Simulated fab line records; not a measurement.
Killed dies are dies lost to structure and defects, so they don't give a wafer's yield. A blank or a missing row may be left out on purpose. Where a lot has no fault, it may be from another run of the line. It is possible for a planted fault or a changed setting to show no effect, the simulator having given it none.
Lot-split experiment || flow berkeley cmos170 || 27 wafers read from 5 lots, route of 331 steps

THE SPLIT ITSELF
At UCB170_SPACER_CVD_00 (deposits SiO2 from TEOS/O2, target thk 376 nm, time 47 s), the setting time s was moved away from the recipe's 47 s on 6 of the 27 wafers read, by -30.1% to +59.9%. This setting was run at the recipe's value on the other wafers.

Between the split and the reading, the file records no step.

THE READING
SPACER_TEOS_THK at UCB170_SPACER_THK_MEAS_01, in nm. On this fab line, fault-free wafers typically give 377 nm with a standard deviation of 5.9 nm.

{"wafer": "L074.1", "tool, chamber at the split": "pecvd-02, 0", "time s as run, s": 32.87, "against the recipe": "-30.1%", "SPACER_TEOS_THK, nm": 268, "against lot-mates on the recipe": -115}
{"wafer": "L074.2", "tool, chamber at the split": "pecvd-02, 1", "time s as run, s": 47, "against the recipe": "recipe", "SPACER_TEOS_THK, nm": 380, "against lot-mates on the recipe": "-"}
{"wafer": "L074.3", "tool, chamber at the split": "pecvd-02, 2", "time s as run, s": 32.87, "against the recipe": "-30.1%", "SPACER_TEOS_THK, nm": 268, "against lot-mates on the recipe": -115}
{"wafer": "L074.4", "tool, chamber at the split": "pecvd-02, 1", "time s as run, s": 47, "against the recipe": "recipe", "SPACER_TEOS_THK, nm": 382, "against lot-mates on the recipe": "-"}
{"wafer": "L074.5", "tool, chamber at the split": "pecvd-02, 2", "time s as run, s": 47, "against the recipe": "recipe", "SPACER_TEOS_THK, nm": 387, "against lot-mates on the recipe": "-"}
{"wafer": "L074.6", "tool, chamber at the split": "pecvd-02, 0", "time s as run, s": 32.87, "against the recipe": "-30.1%", "SPACER_TEOS_THK, nm": 271, "against lot-mates on the recipe": -112}
{"wafer": "L075.1", "tool, chamber at the split": "pecvd-03, 0", "time s as run, s": 75.15, "against the recipe": "+59.9%", "SPACER_TEOS_THK, nm": 591, "against lot-mates on the recipe": "+219"}
{"wafer": "L075.2", "tool, chamber at the split": "pecvd-03, 1", "time s as run, s": 75.15, "against the recipe": "+59.9%", "SPACER_TEOS_THK, nm": 597, "against lot-mates on the recipe": "+225"}
{"wafer": "L075.3", "tool, chamber at the split": "pecvd-03, 2", "time s as run, s": 47, "against the recipe": "recipe", "SPACER_TEOS_THK, nm": 368, "against lot-mates on the recipe": "-"}
{"wafer": "L075.4", "tool, chamber at the split": "pecvd-03, 1", "time s as run, s": 47, "against the recipe": "recipe", "SPACER_TEOS_THK, nm": 373, "against lot-mates on the recipe": "-"}
{"wafer": "L075.5", "tool, chamber at the split": "pecvd-03, 2", "time s as run, s": 75.15, "against the recipe": "+59.9%", "SPACER_TEOS_THK, nm": 600, "against lot-mates on the recipe": "+228"}
{"wafer": "L075.6", "tool, chamber at the split": "pecvd-03, 0", "time s as run, s": 47, "against the recipe": "recipe", "SPACER_TEOS_THK, nm": 375, "against lot-mates on the recipe": "-"}
{"wafer": "L076.1", "tool, chamber at the split": "pecvd-03, 0", "time s as run, s": 47, "against the recipe": "recipe", "SPACER_TEOS_THK, nm": 373, "against lot-mates on the recipe": "-"}
{"wafer": "L076.2", "tool, chamber at the split": "pecvd-03, 1", "time s as run, s": 47, "against the recipe": "recipe", "SPACER_TEOS_THK, nm": 371, "against lot-mates on the recipe": "-"}
{"wafer": "L076.3", "tool, chamber at the split": "pecvd-03, 2", "time s as run, s": 47, "against the recipe": "recipe", "SPACER_TEOS_THK, nm": 368, "against lot-mates on the recipe": "-"}
{"wafer": "L076.4", "tool, chamber at the split": "pecvd-03, 1", "time s as run, s": 47, "against the recipe": "recipe", "SPACER_TEOS_THK, nm": 375, "against lot-mates on the recipe": "-"}
{"wafer": "L076.5", "tool, chamber at the split": "pecvd-03, 2", "time s as run, s": 47, "against the recipe": "recipe", "SPACER_TEOS_THK, nm": 378, "against lot-mates on the recipe": "-"}
{"wafer": "L076.6", "tool, chamber at the split": "pecvd-03, 0", "time s as run, s": 47, "against the recipe": "recipe", "SPACER_TEOS_THK, nm": 375, "against lot-mates on the recipe": "-"}
{"wafer": "L079.1", "tool, chamber at the split": "pecvd-01, 2", "time s as run, s": 47, "against the recipe": "recipe", "SPACER_TEOS_THK, nm": 378, "against lot-mates on the recipe": "-"}
{"wafer": "L079.2", "tool, chamber at the split": "pecvd-01, 0", "time s as run, s": 47, "against the recipe": "recipe", "SPACER_TEOS_THK, nm": 375, "against lot-mates on the recipe": "-"}
{"wafer": "L079.3", "tool, chamber at the split": "pecvd-01, 1", "time s as run, s": 47, "against the recipe": "recipe", "SPACER_TEOS_THK, nm": 376, "against lot-mates on the recipe": "-"}
{"wafer": "L079.4", "tool, chamber at the split": "pecvd-01, 0", "time s as run, s": 47, "against the recipe": "recipe", "SPACER_TEOS_THK, nm": 381, "against lot-mates on the recipe": "-"}
{"wafer": "L079.5", "tool, chamber at the split": "pecvd-01, 2", "time s as run, s": 47, "against the recipe": "recipe", "SPACER_TEOS_THK, nm": 384, "against lot-mates on the recipe": "-"}
{"wafer": "L079.6", "tool, chamber at the split": "pecvd-01, 1", "time s as run, s": 47, "against the recipe": "recipe", "SPACER_TEOS_THK, nm": 374, "against lot-mates on the recipe": "-"}
{"wafer": "L081.3", "tool, chamber at the split": "pecvd-03, 2", "time s as run, s": 47, "against the recipe": "recipe", "SPACER_TEOS_THK, nm": 368, "against lot-mates on the recipe": "-"}
{"wafer": "L081.4", "tool, chamber at the split": "pecvd-03, 2", "time s as run, s": 47, "against the recipe": "recipe", "SPACER_TEOS_THK, nm": 377, "against lot-mates on the recipe": "-"}
{"wafer": "L081.6", "tool, chamber at the split": "pecvd-03, 0", "time s as run, s": 47, "against the recipe": "recipe", "SPACER_TEOS_THK, nm": 378, "against lot-mates on the recipe": "-"}

THE FIT
A straight line over all 27 wafers: SPACER_TEOS_THK changes by +3.65 nm for each +1% of time s; r = +1.00; the points scatter about the line by 4.9 nm.
The same after taking each lot's own level away (the mean of its wafers on the recipe; 27 wafers): +3.75 nm for each +1%; r = +1.00; scatter 3.5 nm.
Per that fit: largest time s move, reading shift of 2.2e+02 nm.
Measured against the standard deviation above, the lots' own levels, which go from 372.0 to 383.0 nm, span 1.9 times it.
Consequently the slope shifts little with the lot-to-lot level, the two slopes agreeing.
Check: +227 nm against its lot-mates is what the line predicts for one of the wafers moved furthest among these (+59.9%) when that wafer is left out of the fit. It came out at +219 nm against them.

ADDITIONAL SPLITS CARRIED BY THESE WAFERS
Before the reading, these wafers also passed through other splits. Each is held against what the fit with the lots' levels taken away leaves over:
{"other split on the same wafers": "UCB170_START_OXIDATION_02 ox time s", "wafers away from the commonest value": 18, "r with SPACER_TEOS_THK (lot level and that fit taken away)": "+0.02"}

THE WHOLE CHAIN: every reading that the file lists as answering this split, in the file's order
{"step": "UCB170_SPACER_CVD_00", "what it does": "deposits SiO2 from TEOS/O2, target thk 376 nm, time 47 s", "reading": "SiO2_of_SPACER_CVD_00.thk nm (the simulator's own value, which no gauge read)", "change (the file's fit)": "+3.75 nm for each +1% of the setting", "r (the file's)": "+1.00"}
{"step": "UCB170_SPACER_THK_MEAS_01", "what it does": "", "reading": "SPACER_TEOS_THK", "change (the file's fit)": "+3.75 for each +1% of the setting", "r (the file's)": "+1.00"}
{"step": "UCB170_SPACER_ETCHBACK_03", "what it does": "etches SiO2 in CHF3/CF4/Ar, stops on Si, target depth 376 nm, time 100 s", "reading": "oes product au", "change (the file's fit)": "not straight: 0.700 at the lowest setting, 0.900 at the recipe, 0.976 at the highest", "r (the file's)": "not given"}
{"step": "UCB170_SPACER_ETCHBACK_03", "what it does": "etches SiO2 in CHF3/CF4/Ar, stops on Si, target depth 376 nm, time 100 s", "reading": "etch.depth nm (the simulator's own value, which no gauge read)", "change (the file's fit)": "not straight: 268.6 at the lowest setting, 377 at the recipe, 427.2 at the highest", "r (the file's)": "not given"}

THE FILE'S OWN FIT
SPACER_TEOS_THK changes by +3.75 nm for each +1% of time s, r = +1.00.
